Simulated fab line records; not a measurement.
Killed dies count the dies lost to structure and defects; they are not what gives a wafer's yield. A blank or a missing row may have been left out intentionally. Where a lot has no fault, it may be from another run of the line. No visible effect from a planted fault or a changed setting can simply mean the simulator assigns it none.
8D (eight disciplines) problem report, filled in by code / flow berkeley_cmos170 / the parts of the form that need people (team, actions taken, sign-off) are left out

## 1. THE PROBLEM
M1_AL_RS at UCB170_M1_RS_MEAS_01 reads a mean of 0.0463 ohm/sq on 1 wafer of 1 lot; wafers without a fault read 0.0487 ohm/sq with a standard deviation of 0.00046. Relative to the usual mean, that is a shift of -5.2 standard deviations.
The step: measures by four-point-probe.
First observed at day 9 19:01: wafer L479.2, on film_metro-01. At this step, 39 wafers from 13 lots have a number in the record. The rule behind "out" and "out of limits": a value lying over 4 standard deviations away from the usual mean. The other wafers with a number count as sound.

## 2. WHAT IT IS AND WHAT IT IS NOT
question=which readings at this step | is=M1_AL_RS | is not=-
question=which lots | is=L479 | is not=L467, L469, L471, L473, L474, L481, L483, L484, L485, L487, L488, L490
question=which wafers of those lots | is=L479.2 | is not=L479.5, L479.6
question=read on which gauges | is=film_metro-01 | is not=film_metro-03, film_metro-04
question=when | is=from day 9 19:01 | is not=up to then (17 sound wafers); but 21 sound wafers of L481, L483, L484, L485, L487, L488, L490 came after

## 3. THE SUSPECTS, EACH WITH WHAT RULES IT OUT
Counting: any tool at a process step up to the reading remains a suspect provided it ran every lot that is out. Sound lots after the first of them don't rule it out here, since some wafers of a struck lot are sound.
- the gauge at UCB170_M1_RS_MEAS_01: kept. All the wafers that are out were read on film_metro-01, and no step on other tools shows them out.
- pvd_sputter-04 at UCB170_M1_SPUTTER_00 (material Al, target thk 600 nm, time 80 s): kept. It ran the lot that is out, L479 (day 9 18:55); its last sound lot up to then is L471 (day 7 23:35).
After counting, pvd_sputter-04 at UCB170_M1_SPUTTER_00 and film_metro-01 at UCB170_M1_RS_MEAS_01 remain.

## 4. THE CAUSE (what the simulator had put in)
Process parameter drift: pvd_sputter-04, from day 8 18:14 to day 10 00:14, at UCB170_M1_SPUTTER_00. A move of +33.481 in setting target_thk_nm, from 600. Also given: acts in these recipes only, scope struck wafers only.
After counting, 2 suspects remain, this tool included.

## 5. SEQUENCE OF EFFECTS, ordered by route
Each row: a reading whose mean over the struck wafers that have a number lies more than 3 standard deviations from the usual. Readings are gone through only where the record gives a usual standard deviation; hours: the median, over the lots, of the time from a lot's start at the first step in this table giving one to that lot's start at this step; sigmas: the change measured in usual standard deviations.
hours=0; step=UCB170_M1_RS_MEAS_01; reading=M1_AL_RS; usual=0.0487 ohm/sq; on struck wafers=0.0463; change=-0.0024; sigmas=-5.2
hours=0; step=UCB170_M1_THK_MEAS_02; reading=M1_AL_THK; usual=598 nm; on struck wafers=624; change=+26; sigmas=+4.3

## 6. HOW IT WOULD HAVE BEEN CAUGHT EARLIER
25 hours passed between the start of the fault at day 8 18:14 and the first reading out of limits at a measuring or inspecting step in this record, taken at day 9 19:01.
Tool readings at UCB170_M1_SPUTTER_00 with a usual standard deviation given in the record: none out on any struck wafer, hence no alarm at a limit of 4 standard deviations on them.
All the lots that are out (1) had begun UCB170_M1_SPUTTER_00 on pvd_sputter-04 by day 9 19:01. Holding the tool at that point would not have protected any of them.
